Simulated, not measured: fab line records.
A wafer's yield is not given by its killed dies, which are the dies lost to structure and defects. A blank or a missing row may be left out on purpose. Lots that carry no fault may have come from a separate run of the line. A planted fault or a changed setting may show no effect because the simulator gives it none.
Matching of chambers ; flow berkeley_cmos170 ; UCB170_GATE_ETCH_15 on rie_si-02: 4 sister chambers
The step etches poly-Si in HBr/Cl2, stops on SiO2, time 56.3 s, target depth 278.2 nm. 14 wafers are shown with their chamber, then 7 later ones without.

## WAFERS PAIRED WITH THEIR CHAMBERS
wafer;chamber;throttle_valve_pct (%);drypump_motor_current_A (A);run_length_s (s)
L478.3;1;26.64;5.1;84.5
L478.4;0;26.17;5.7;84.8
L478.5;1;26.64;5.1;84.7
L482.1;1;26.63;5.1;84.8
L482.5;1;26.64;5.1;84.7
L482.6;0;26.15;5.7;84.6
L485.1;1;26.65;5.1;84.3
L485.2;3;26.60;5.2;84.4
L485.4;2;26.33;5.7;85.2
L487.1;0;26.16;5.7;84.7
L487.3;1;26.63;5.1;84.3
L487.5;0;26.15;5.8;84.8
L490.1;2;26.33;5.6;85.1
L490.2;3;26.61;5.2;84.4

SIGNATURES, as means of the wafers listed above
reading;chamber 0;chamber 1;chamber 2;chamber 3;scatter within a chamber
throttle_valve_pct;26.1575;26.6383;26.3300;26.6050;0.0078
drypump_motor_current_A;5.725;5.100;5.650;5.200;0.0354
run_length_s;84.725;84.550;85.150;84.400;0.164
Rule: for a wafer and a chamber, the distance is found by dividing, reading by reading, the gap between the wafer's reading and the chamber's mean by the reading's scatter, squaring, summing and taking the root. If the next closest chamber is less than 2 further off than the closest, the wafer can't be placed; otherwise it belongs to the closest. The scatter is the square root of a quotient: the sum, over the shown wafers, of each reading's squared deviation from its chamber's mean, divided by wafers minus chambers.

## WAFERS WITHOUT THEIR CHAMBER
wafer;throttle_valve_pct (%);drypump_motor_current_A (A);run_length_s (s)
L490.6;26.15;5.8;85.2
L496.1;26.32;5.6;85.1
L496.4;26.16;5.7;84.8
L496.6;26.32;5.6;85.1
L500.1;26.33;5.7;85.0
L500.5;26.34;5.7;85.3
L500.6;26.64;5.1;85.1

## EACH ONE'S CHAMBER
wafer;from the rows above;in truth
L490.6;0;0
L496.1;2;2
L496.4;0;0
L496.6;2;2
L500.1;2;2
L500.5;2;2
L500.6;1;1
Correctly placed: 7 of 7. Can't be placed from these rows: 0. Placed wrongly: 0.
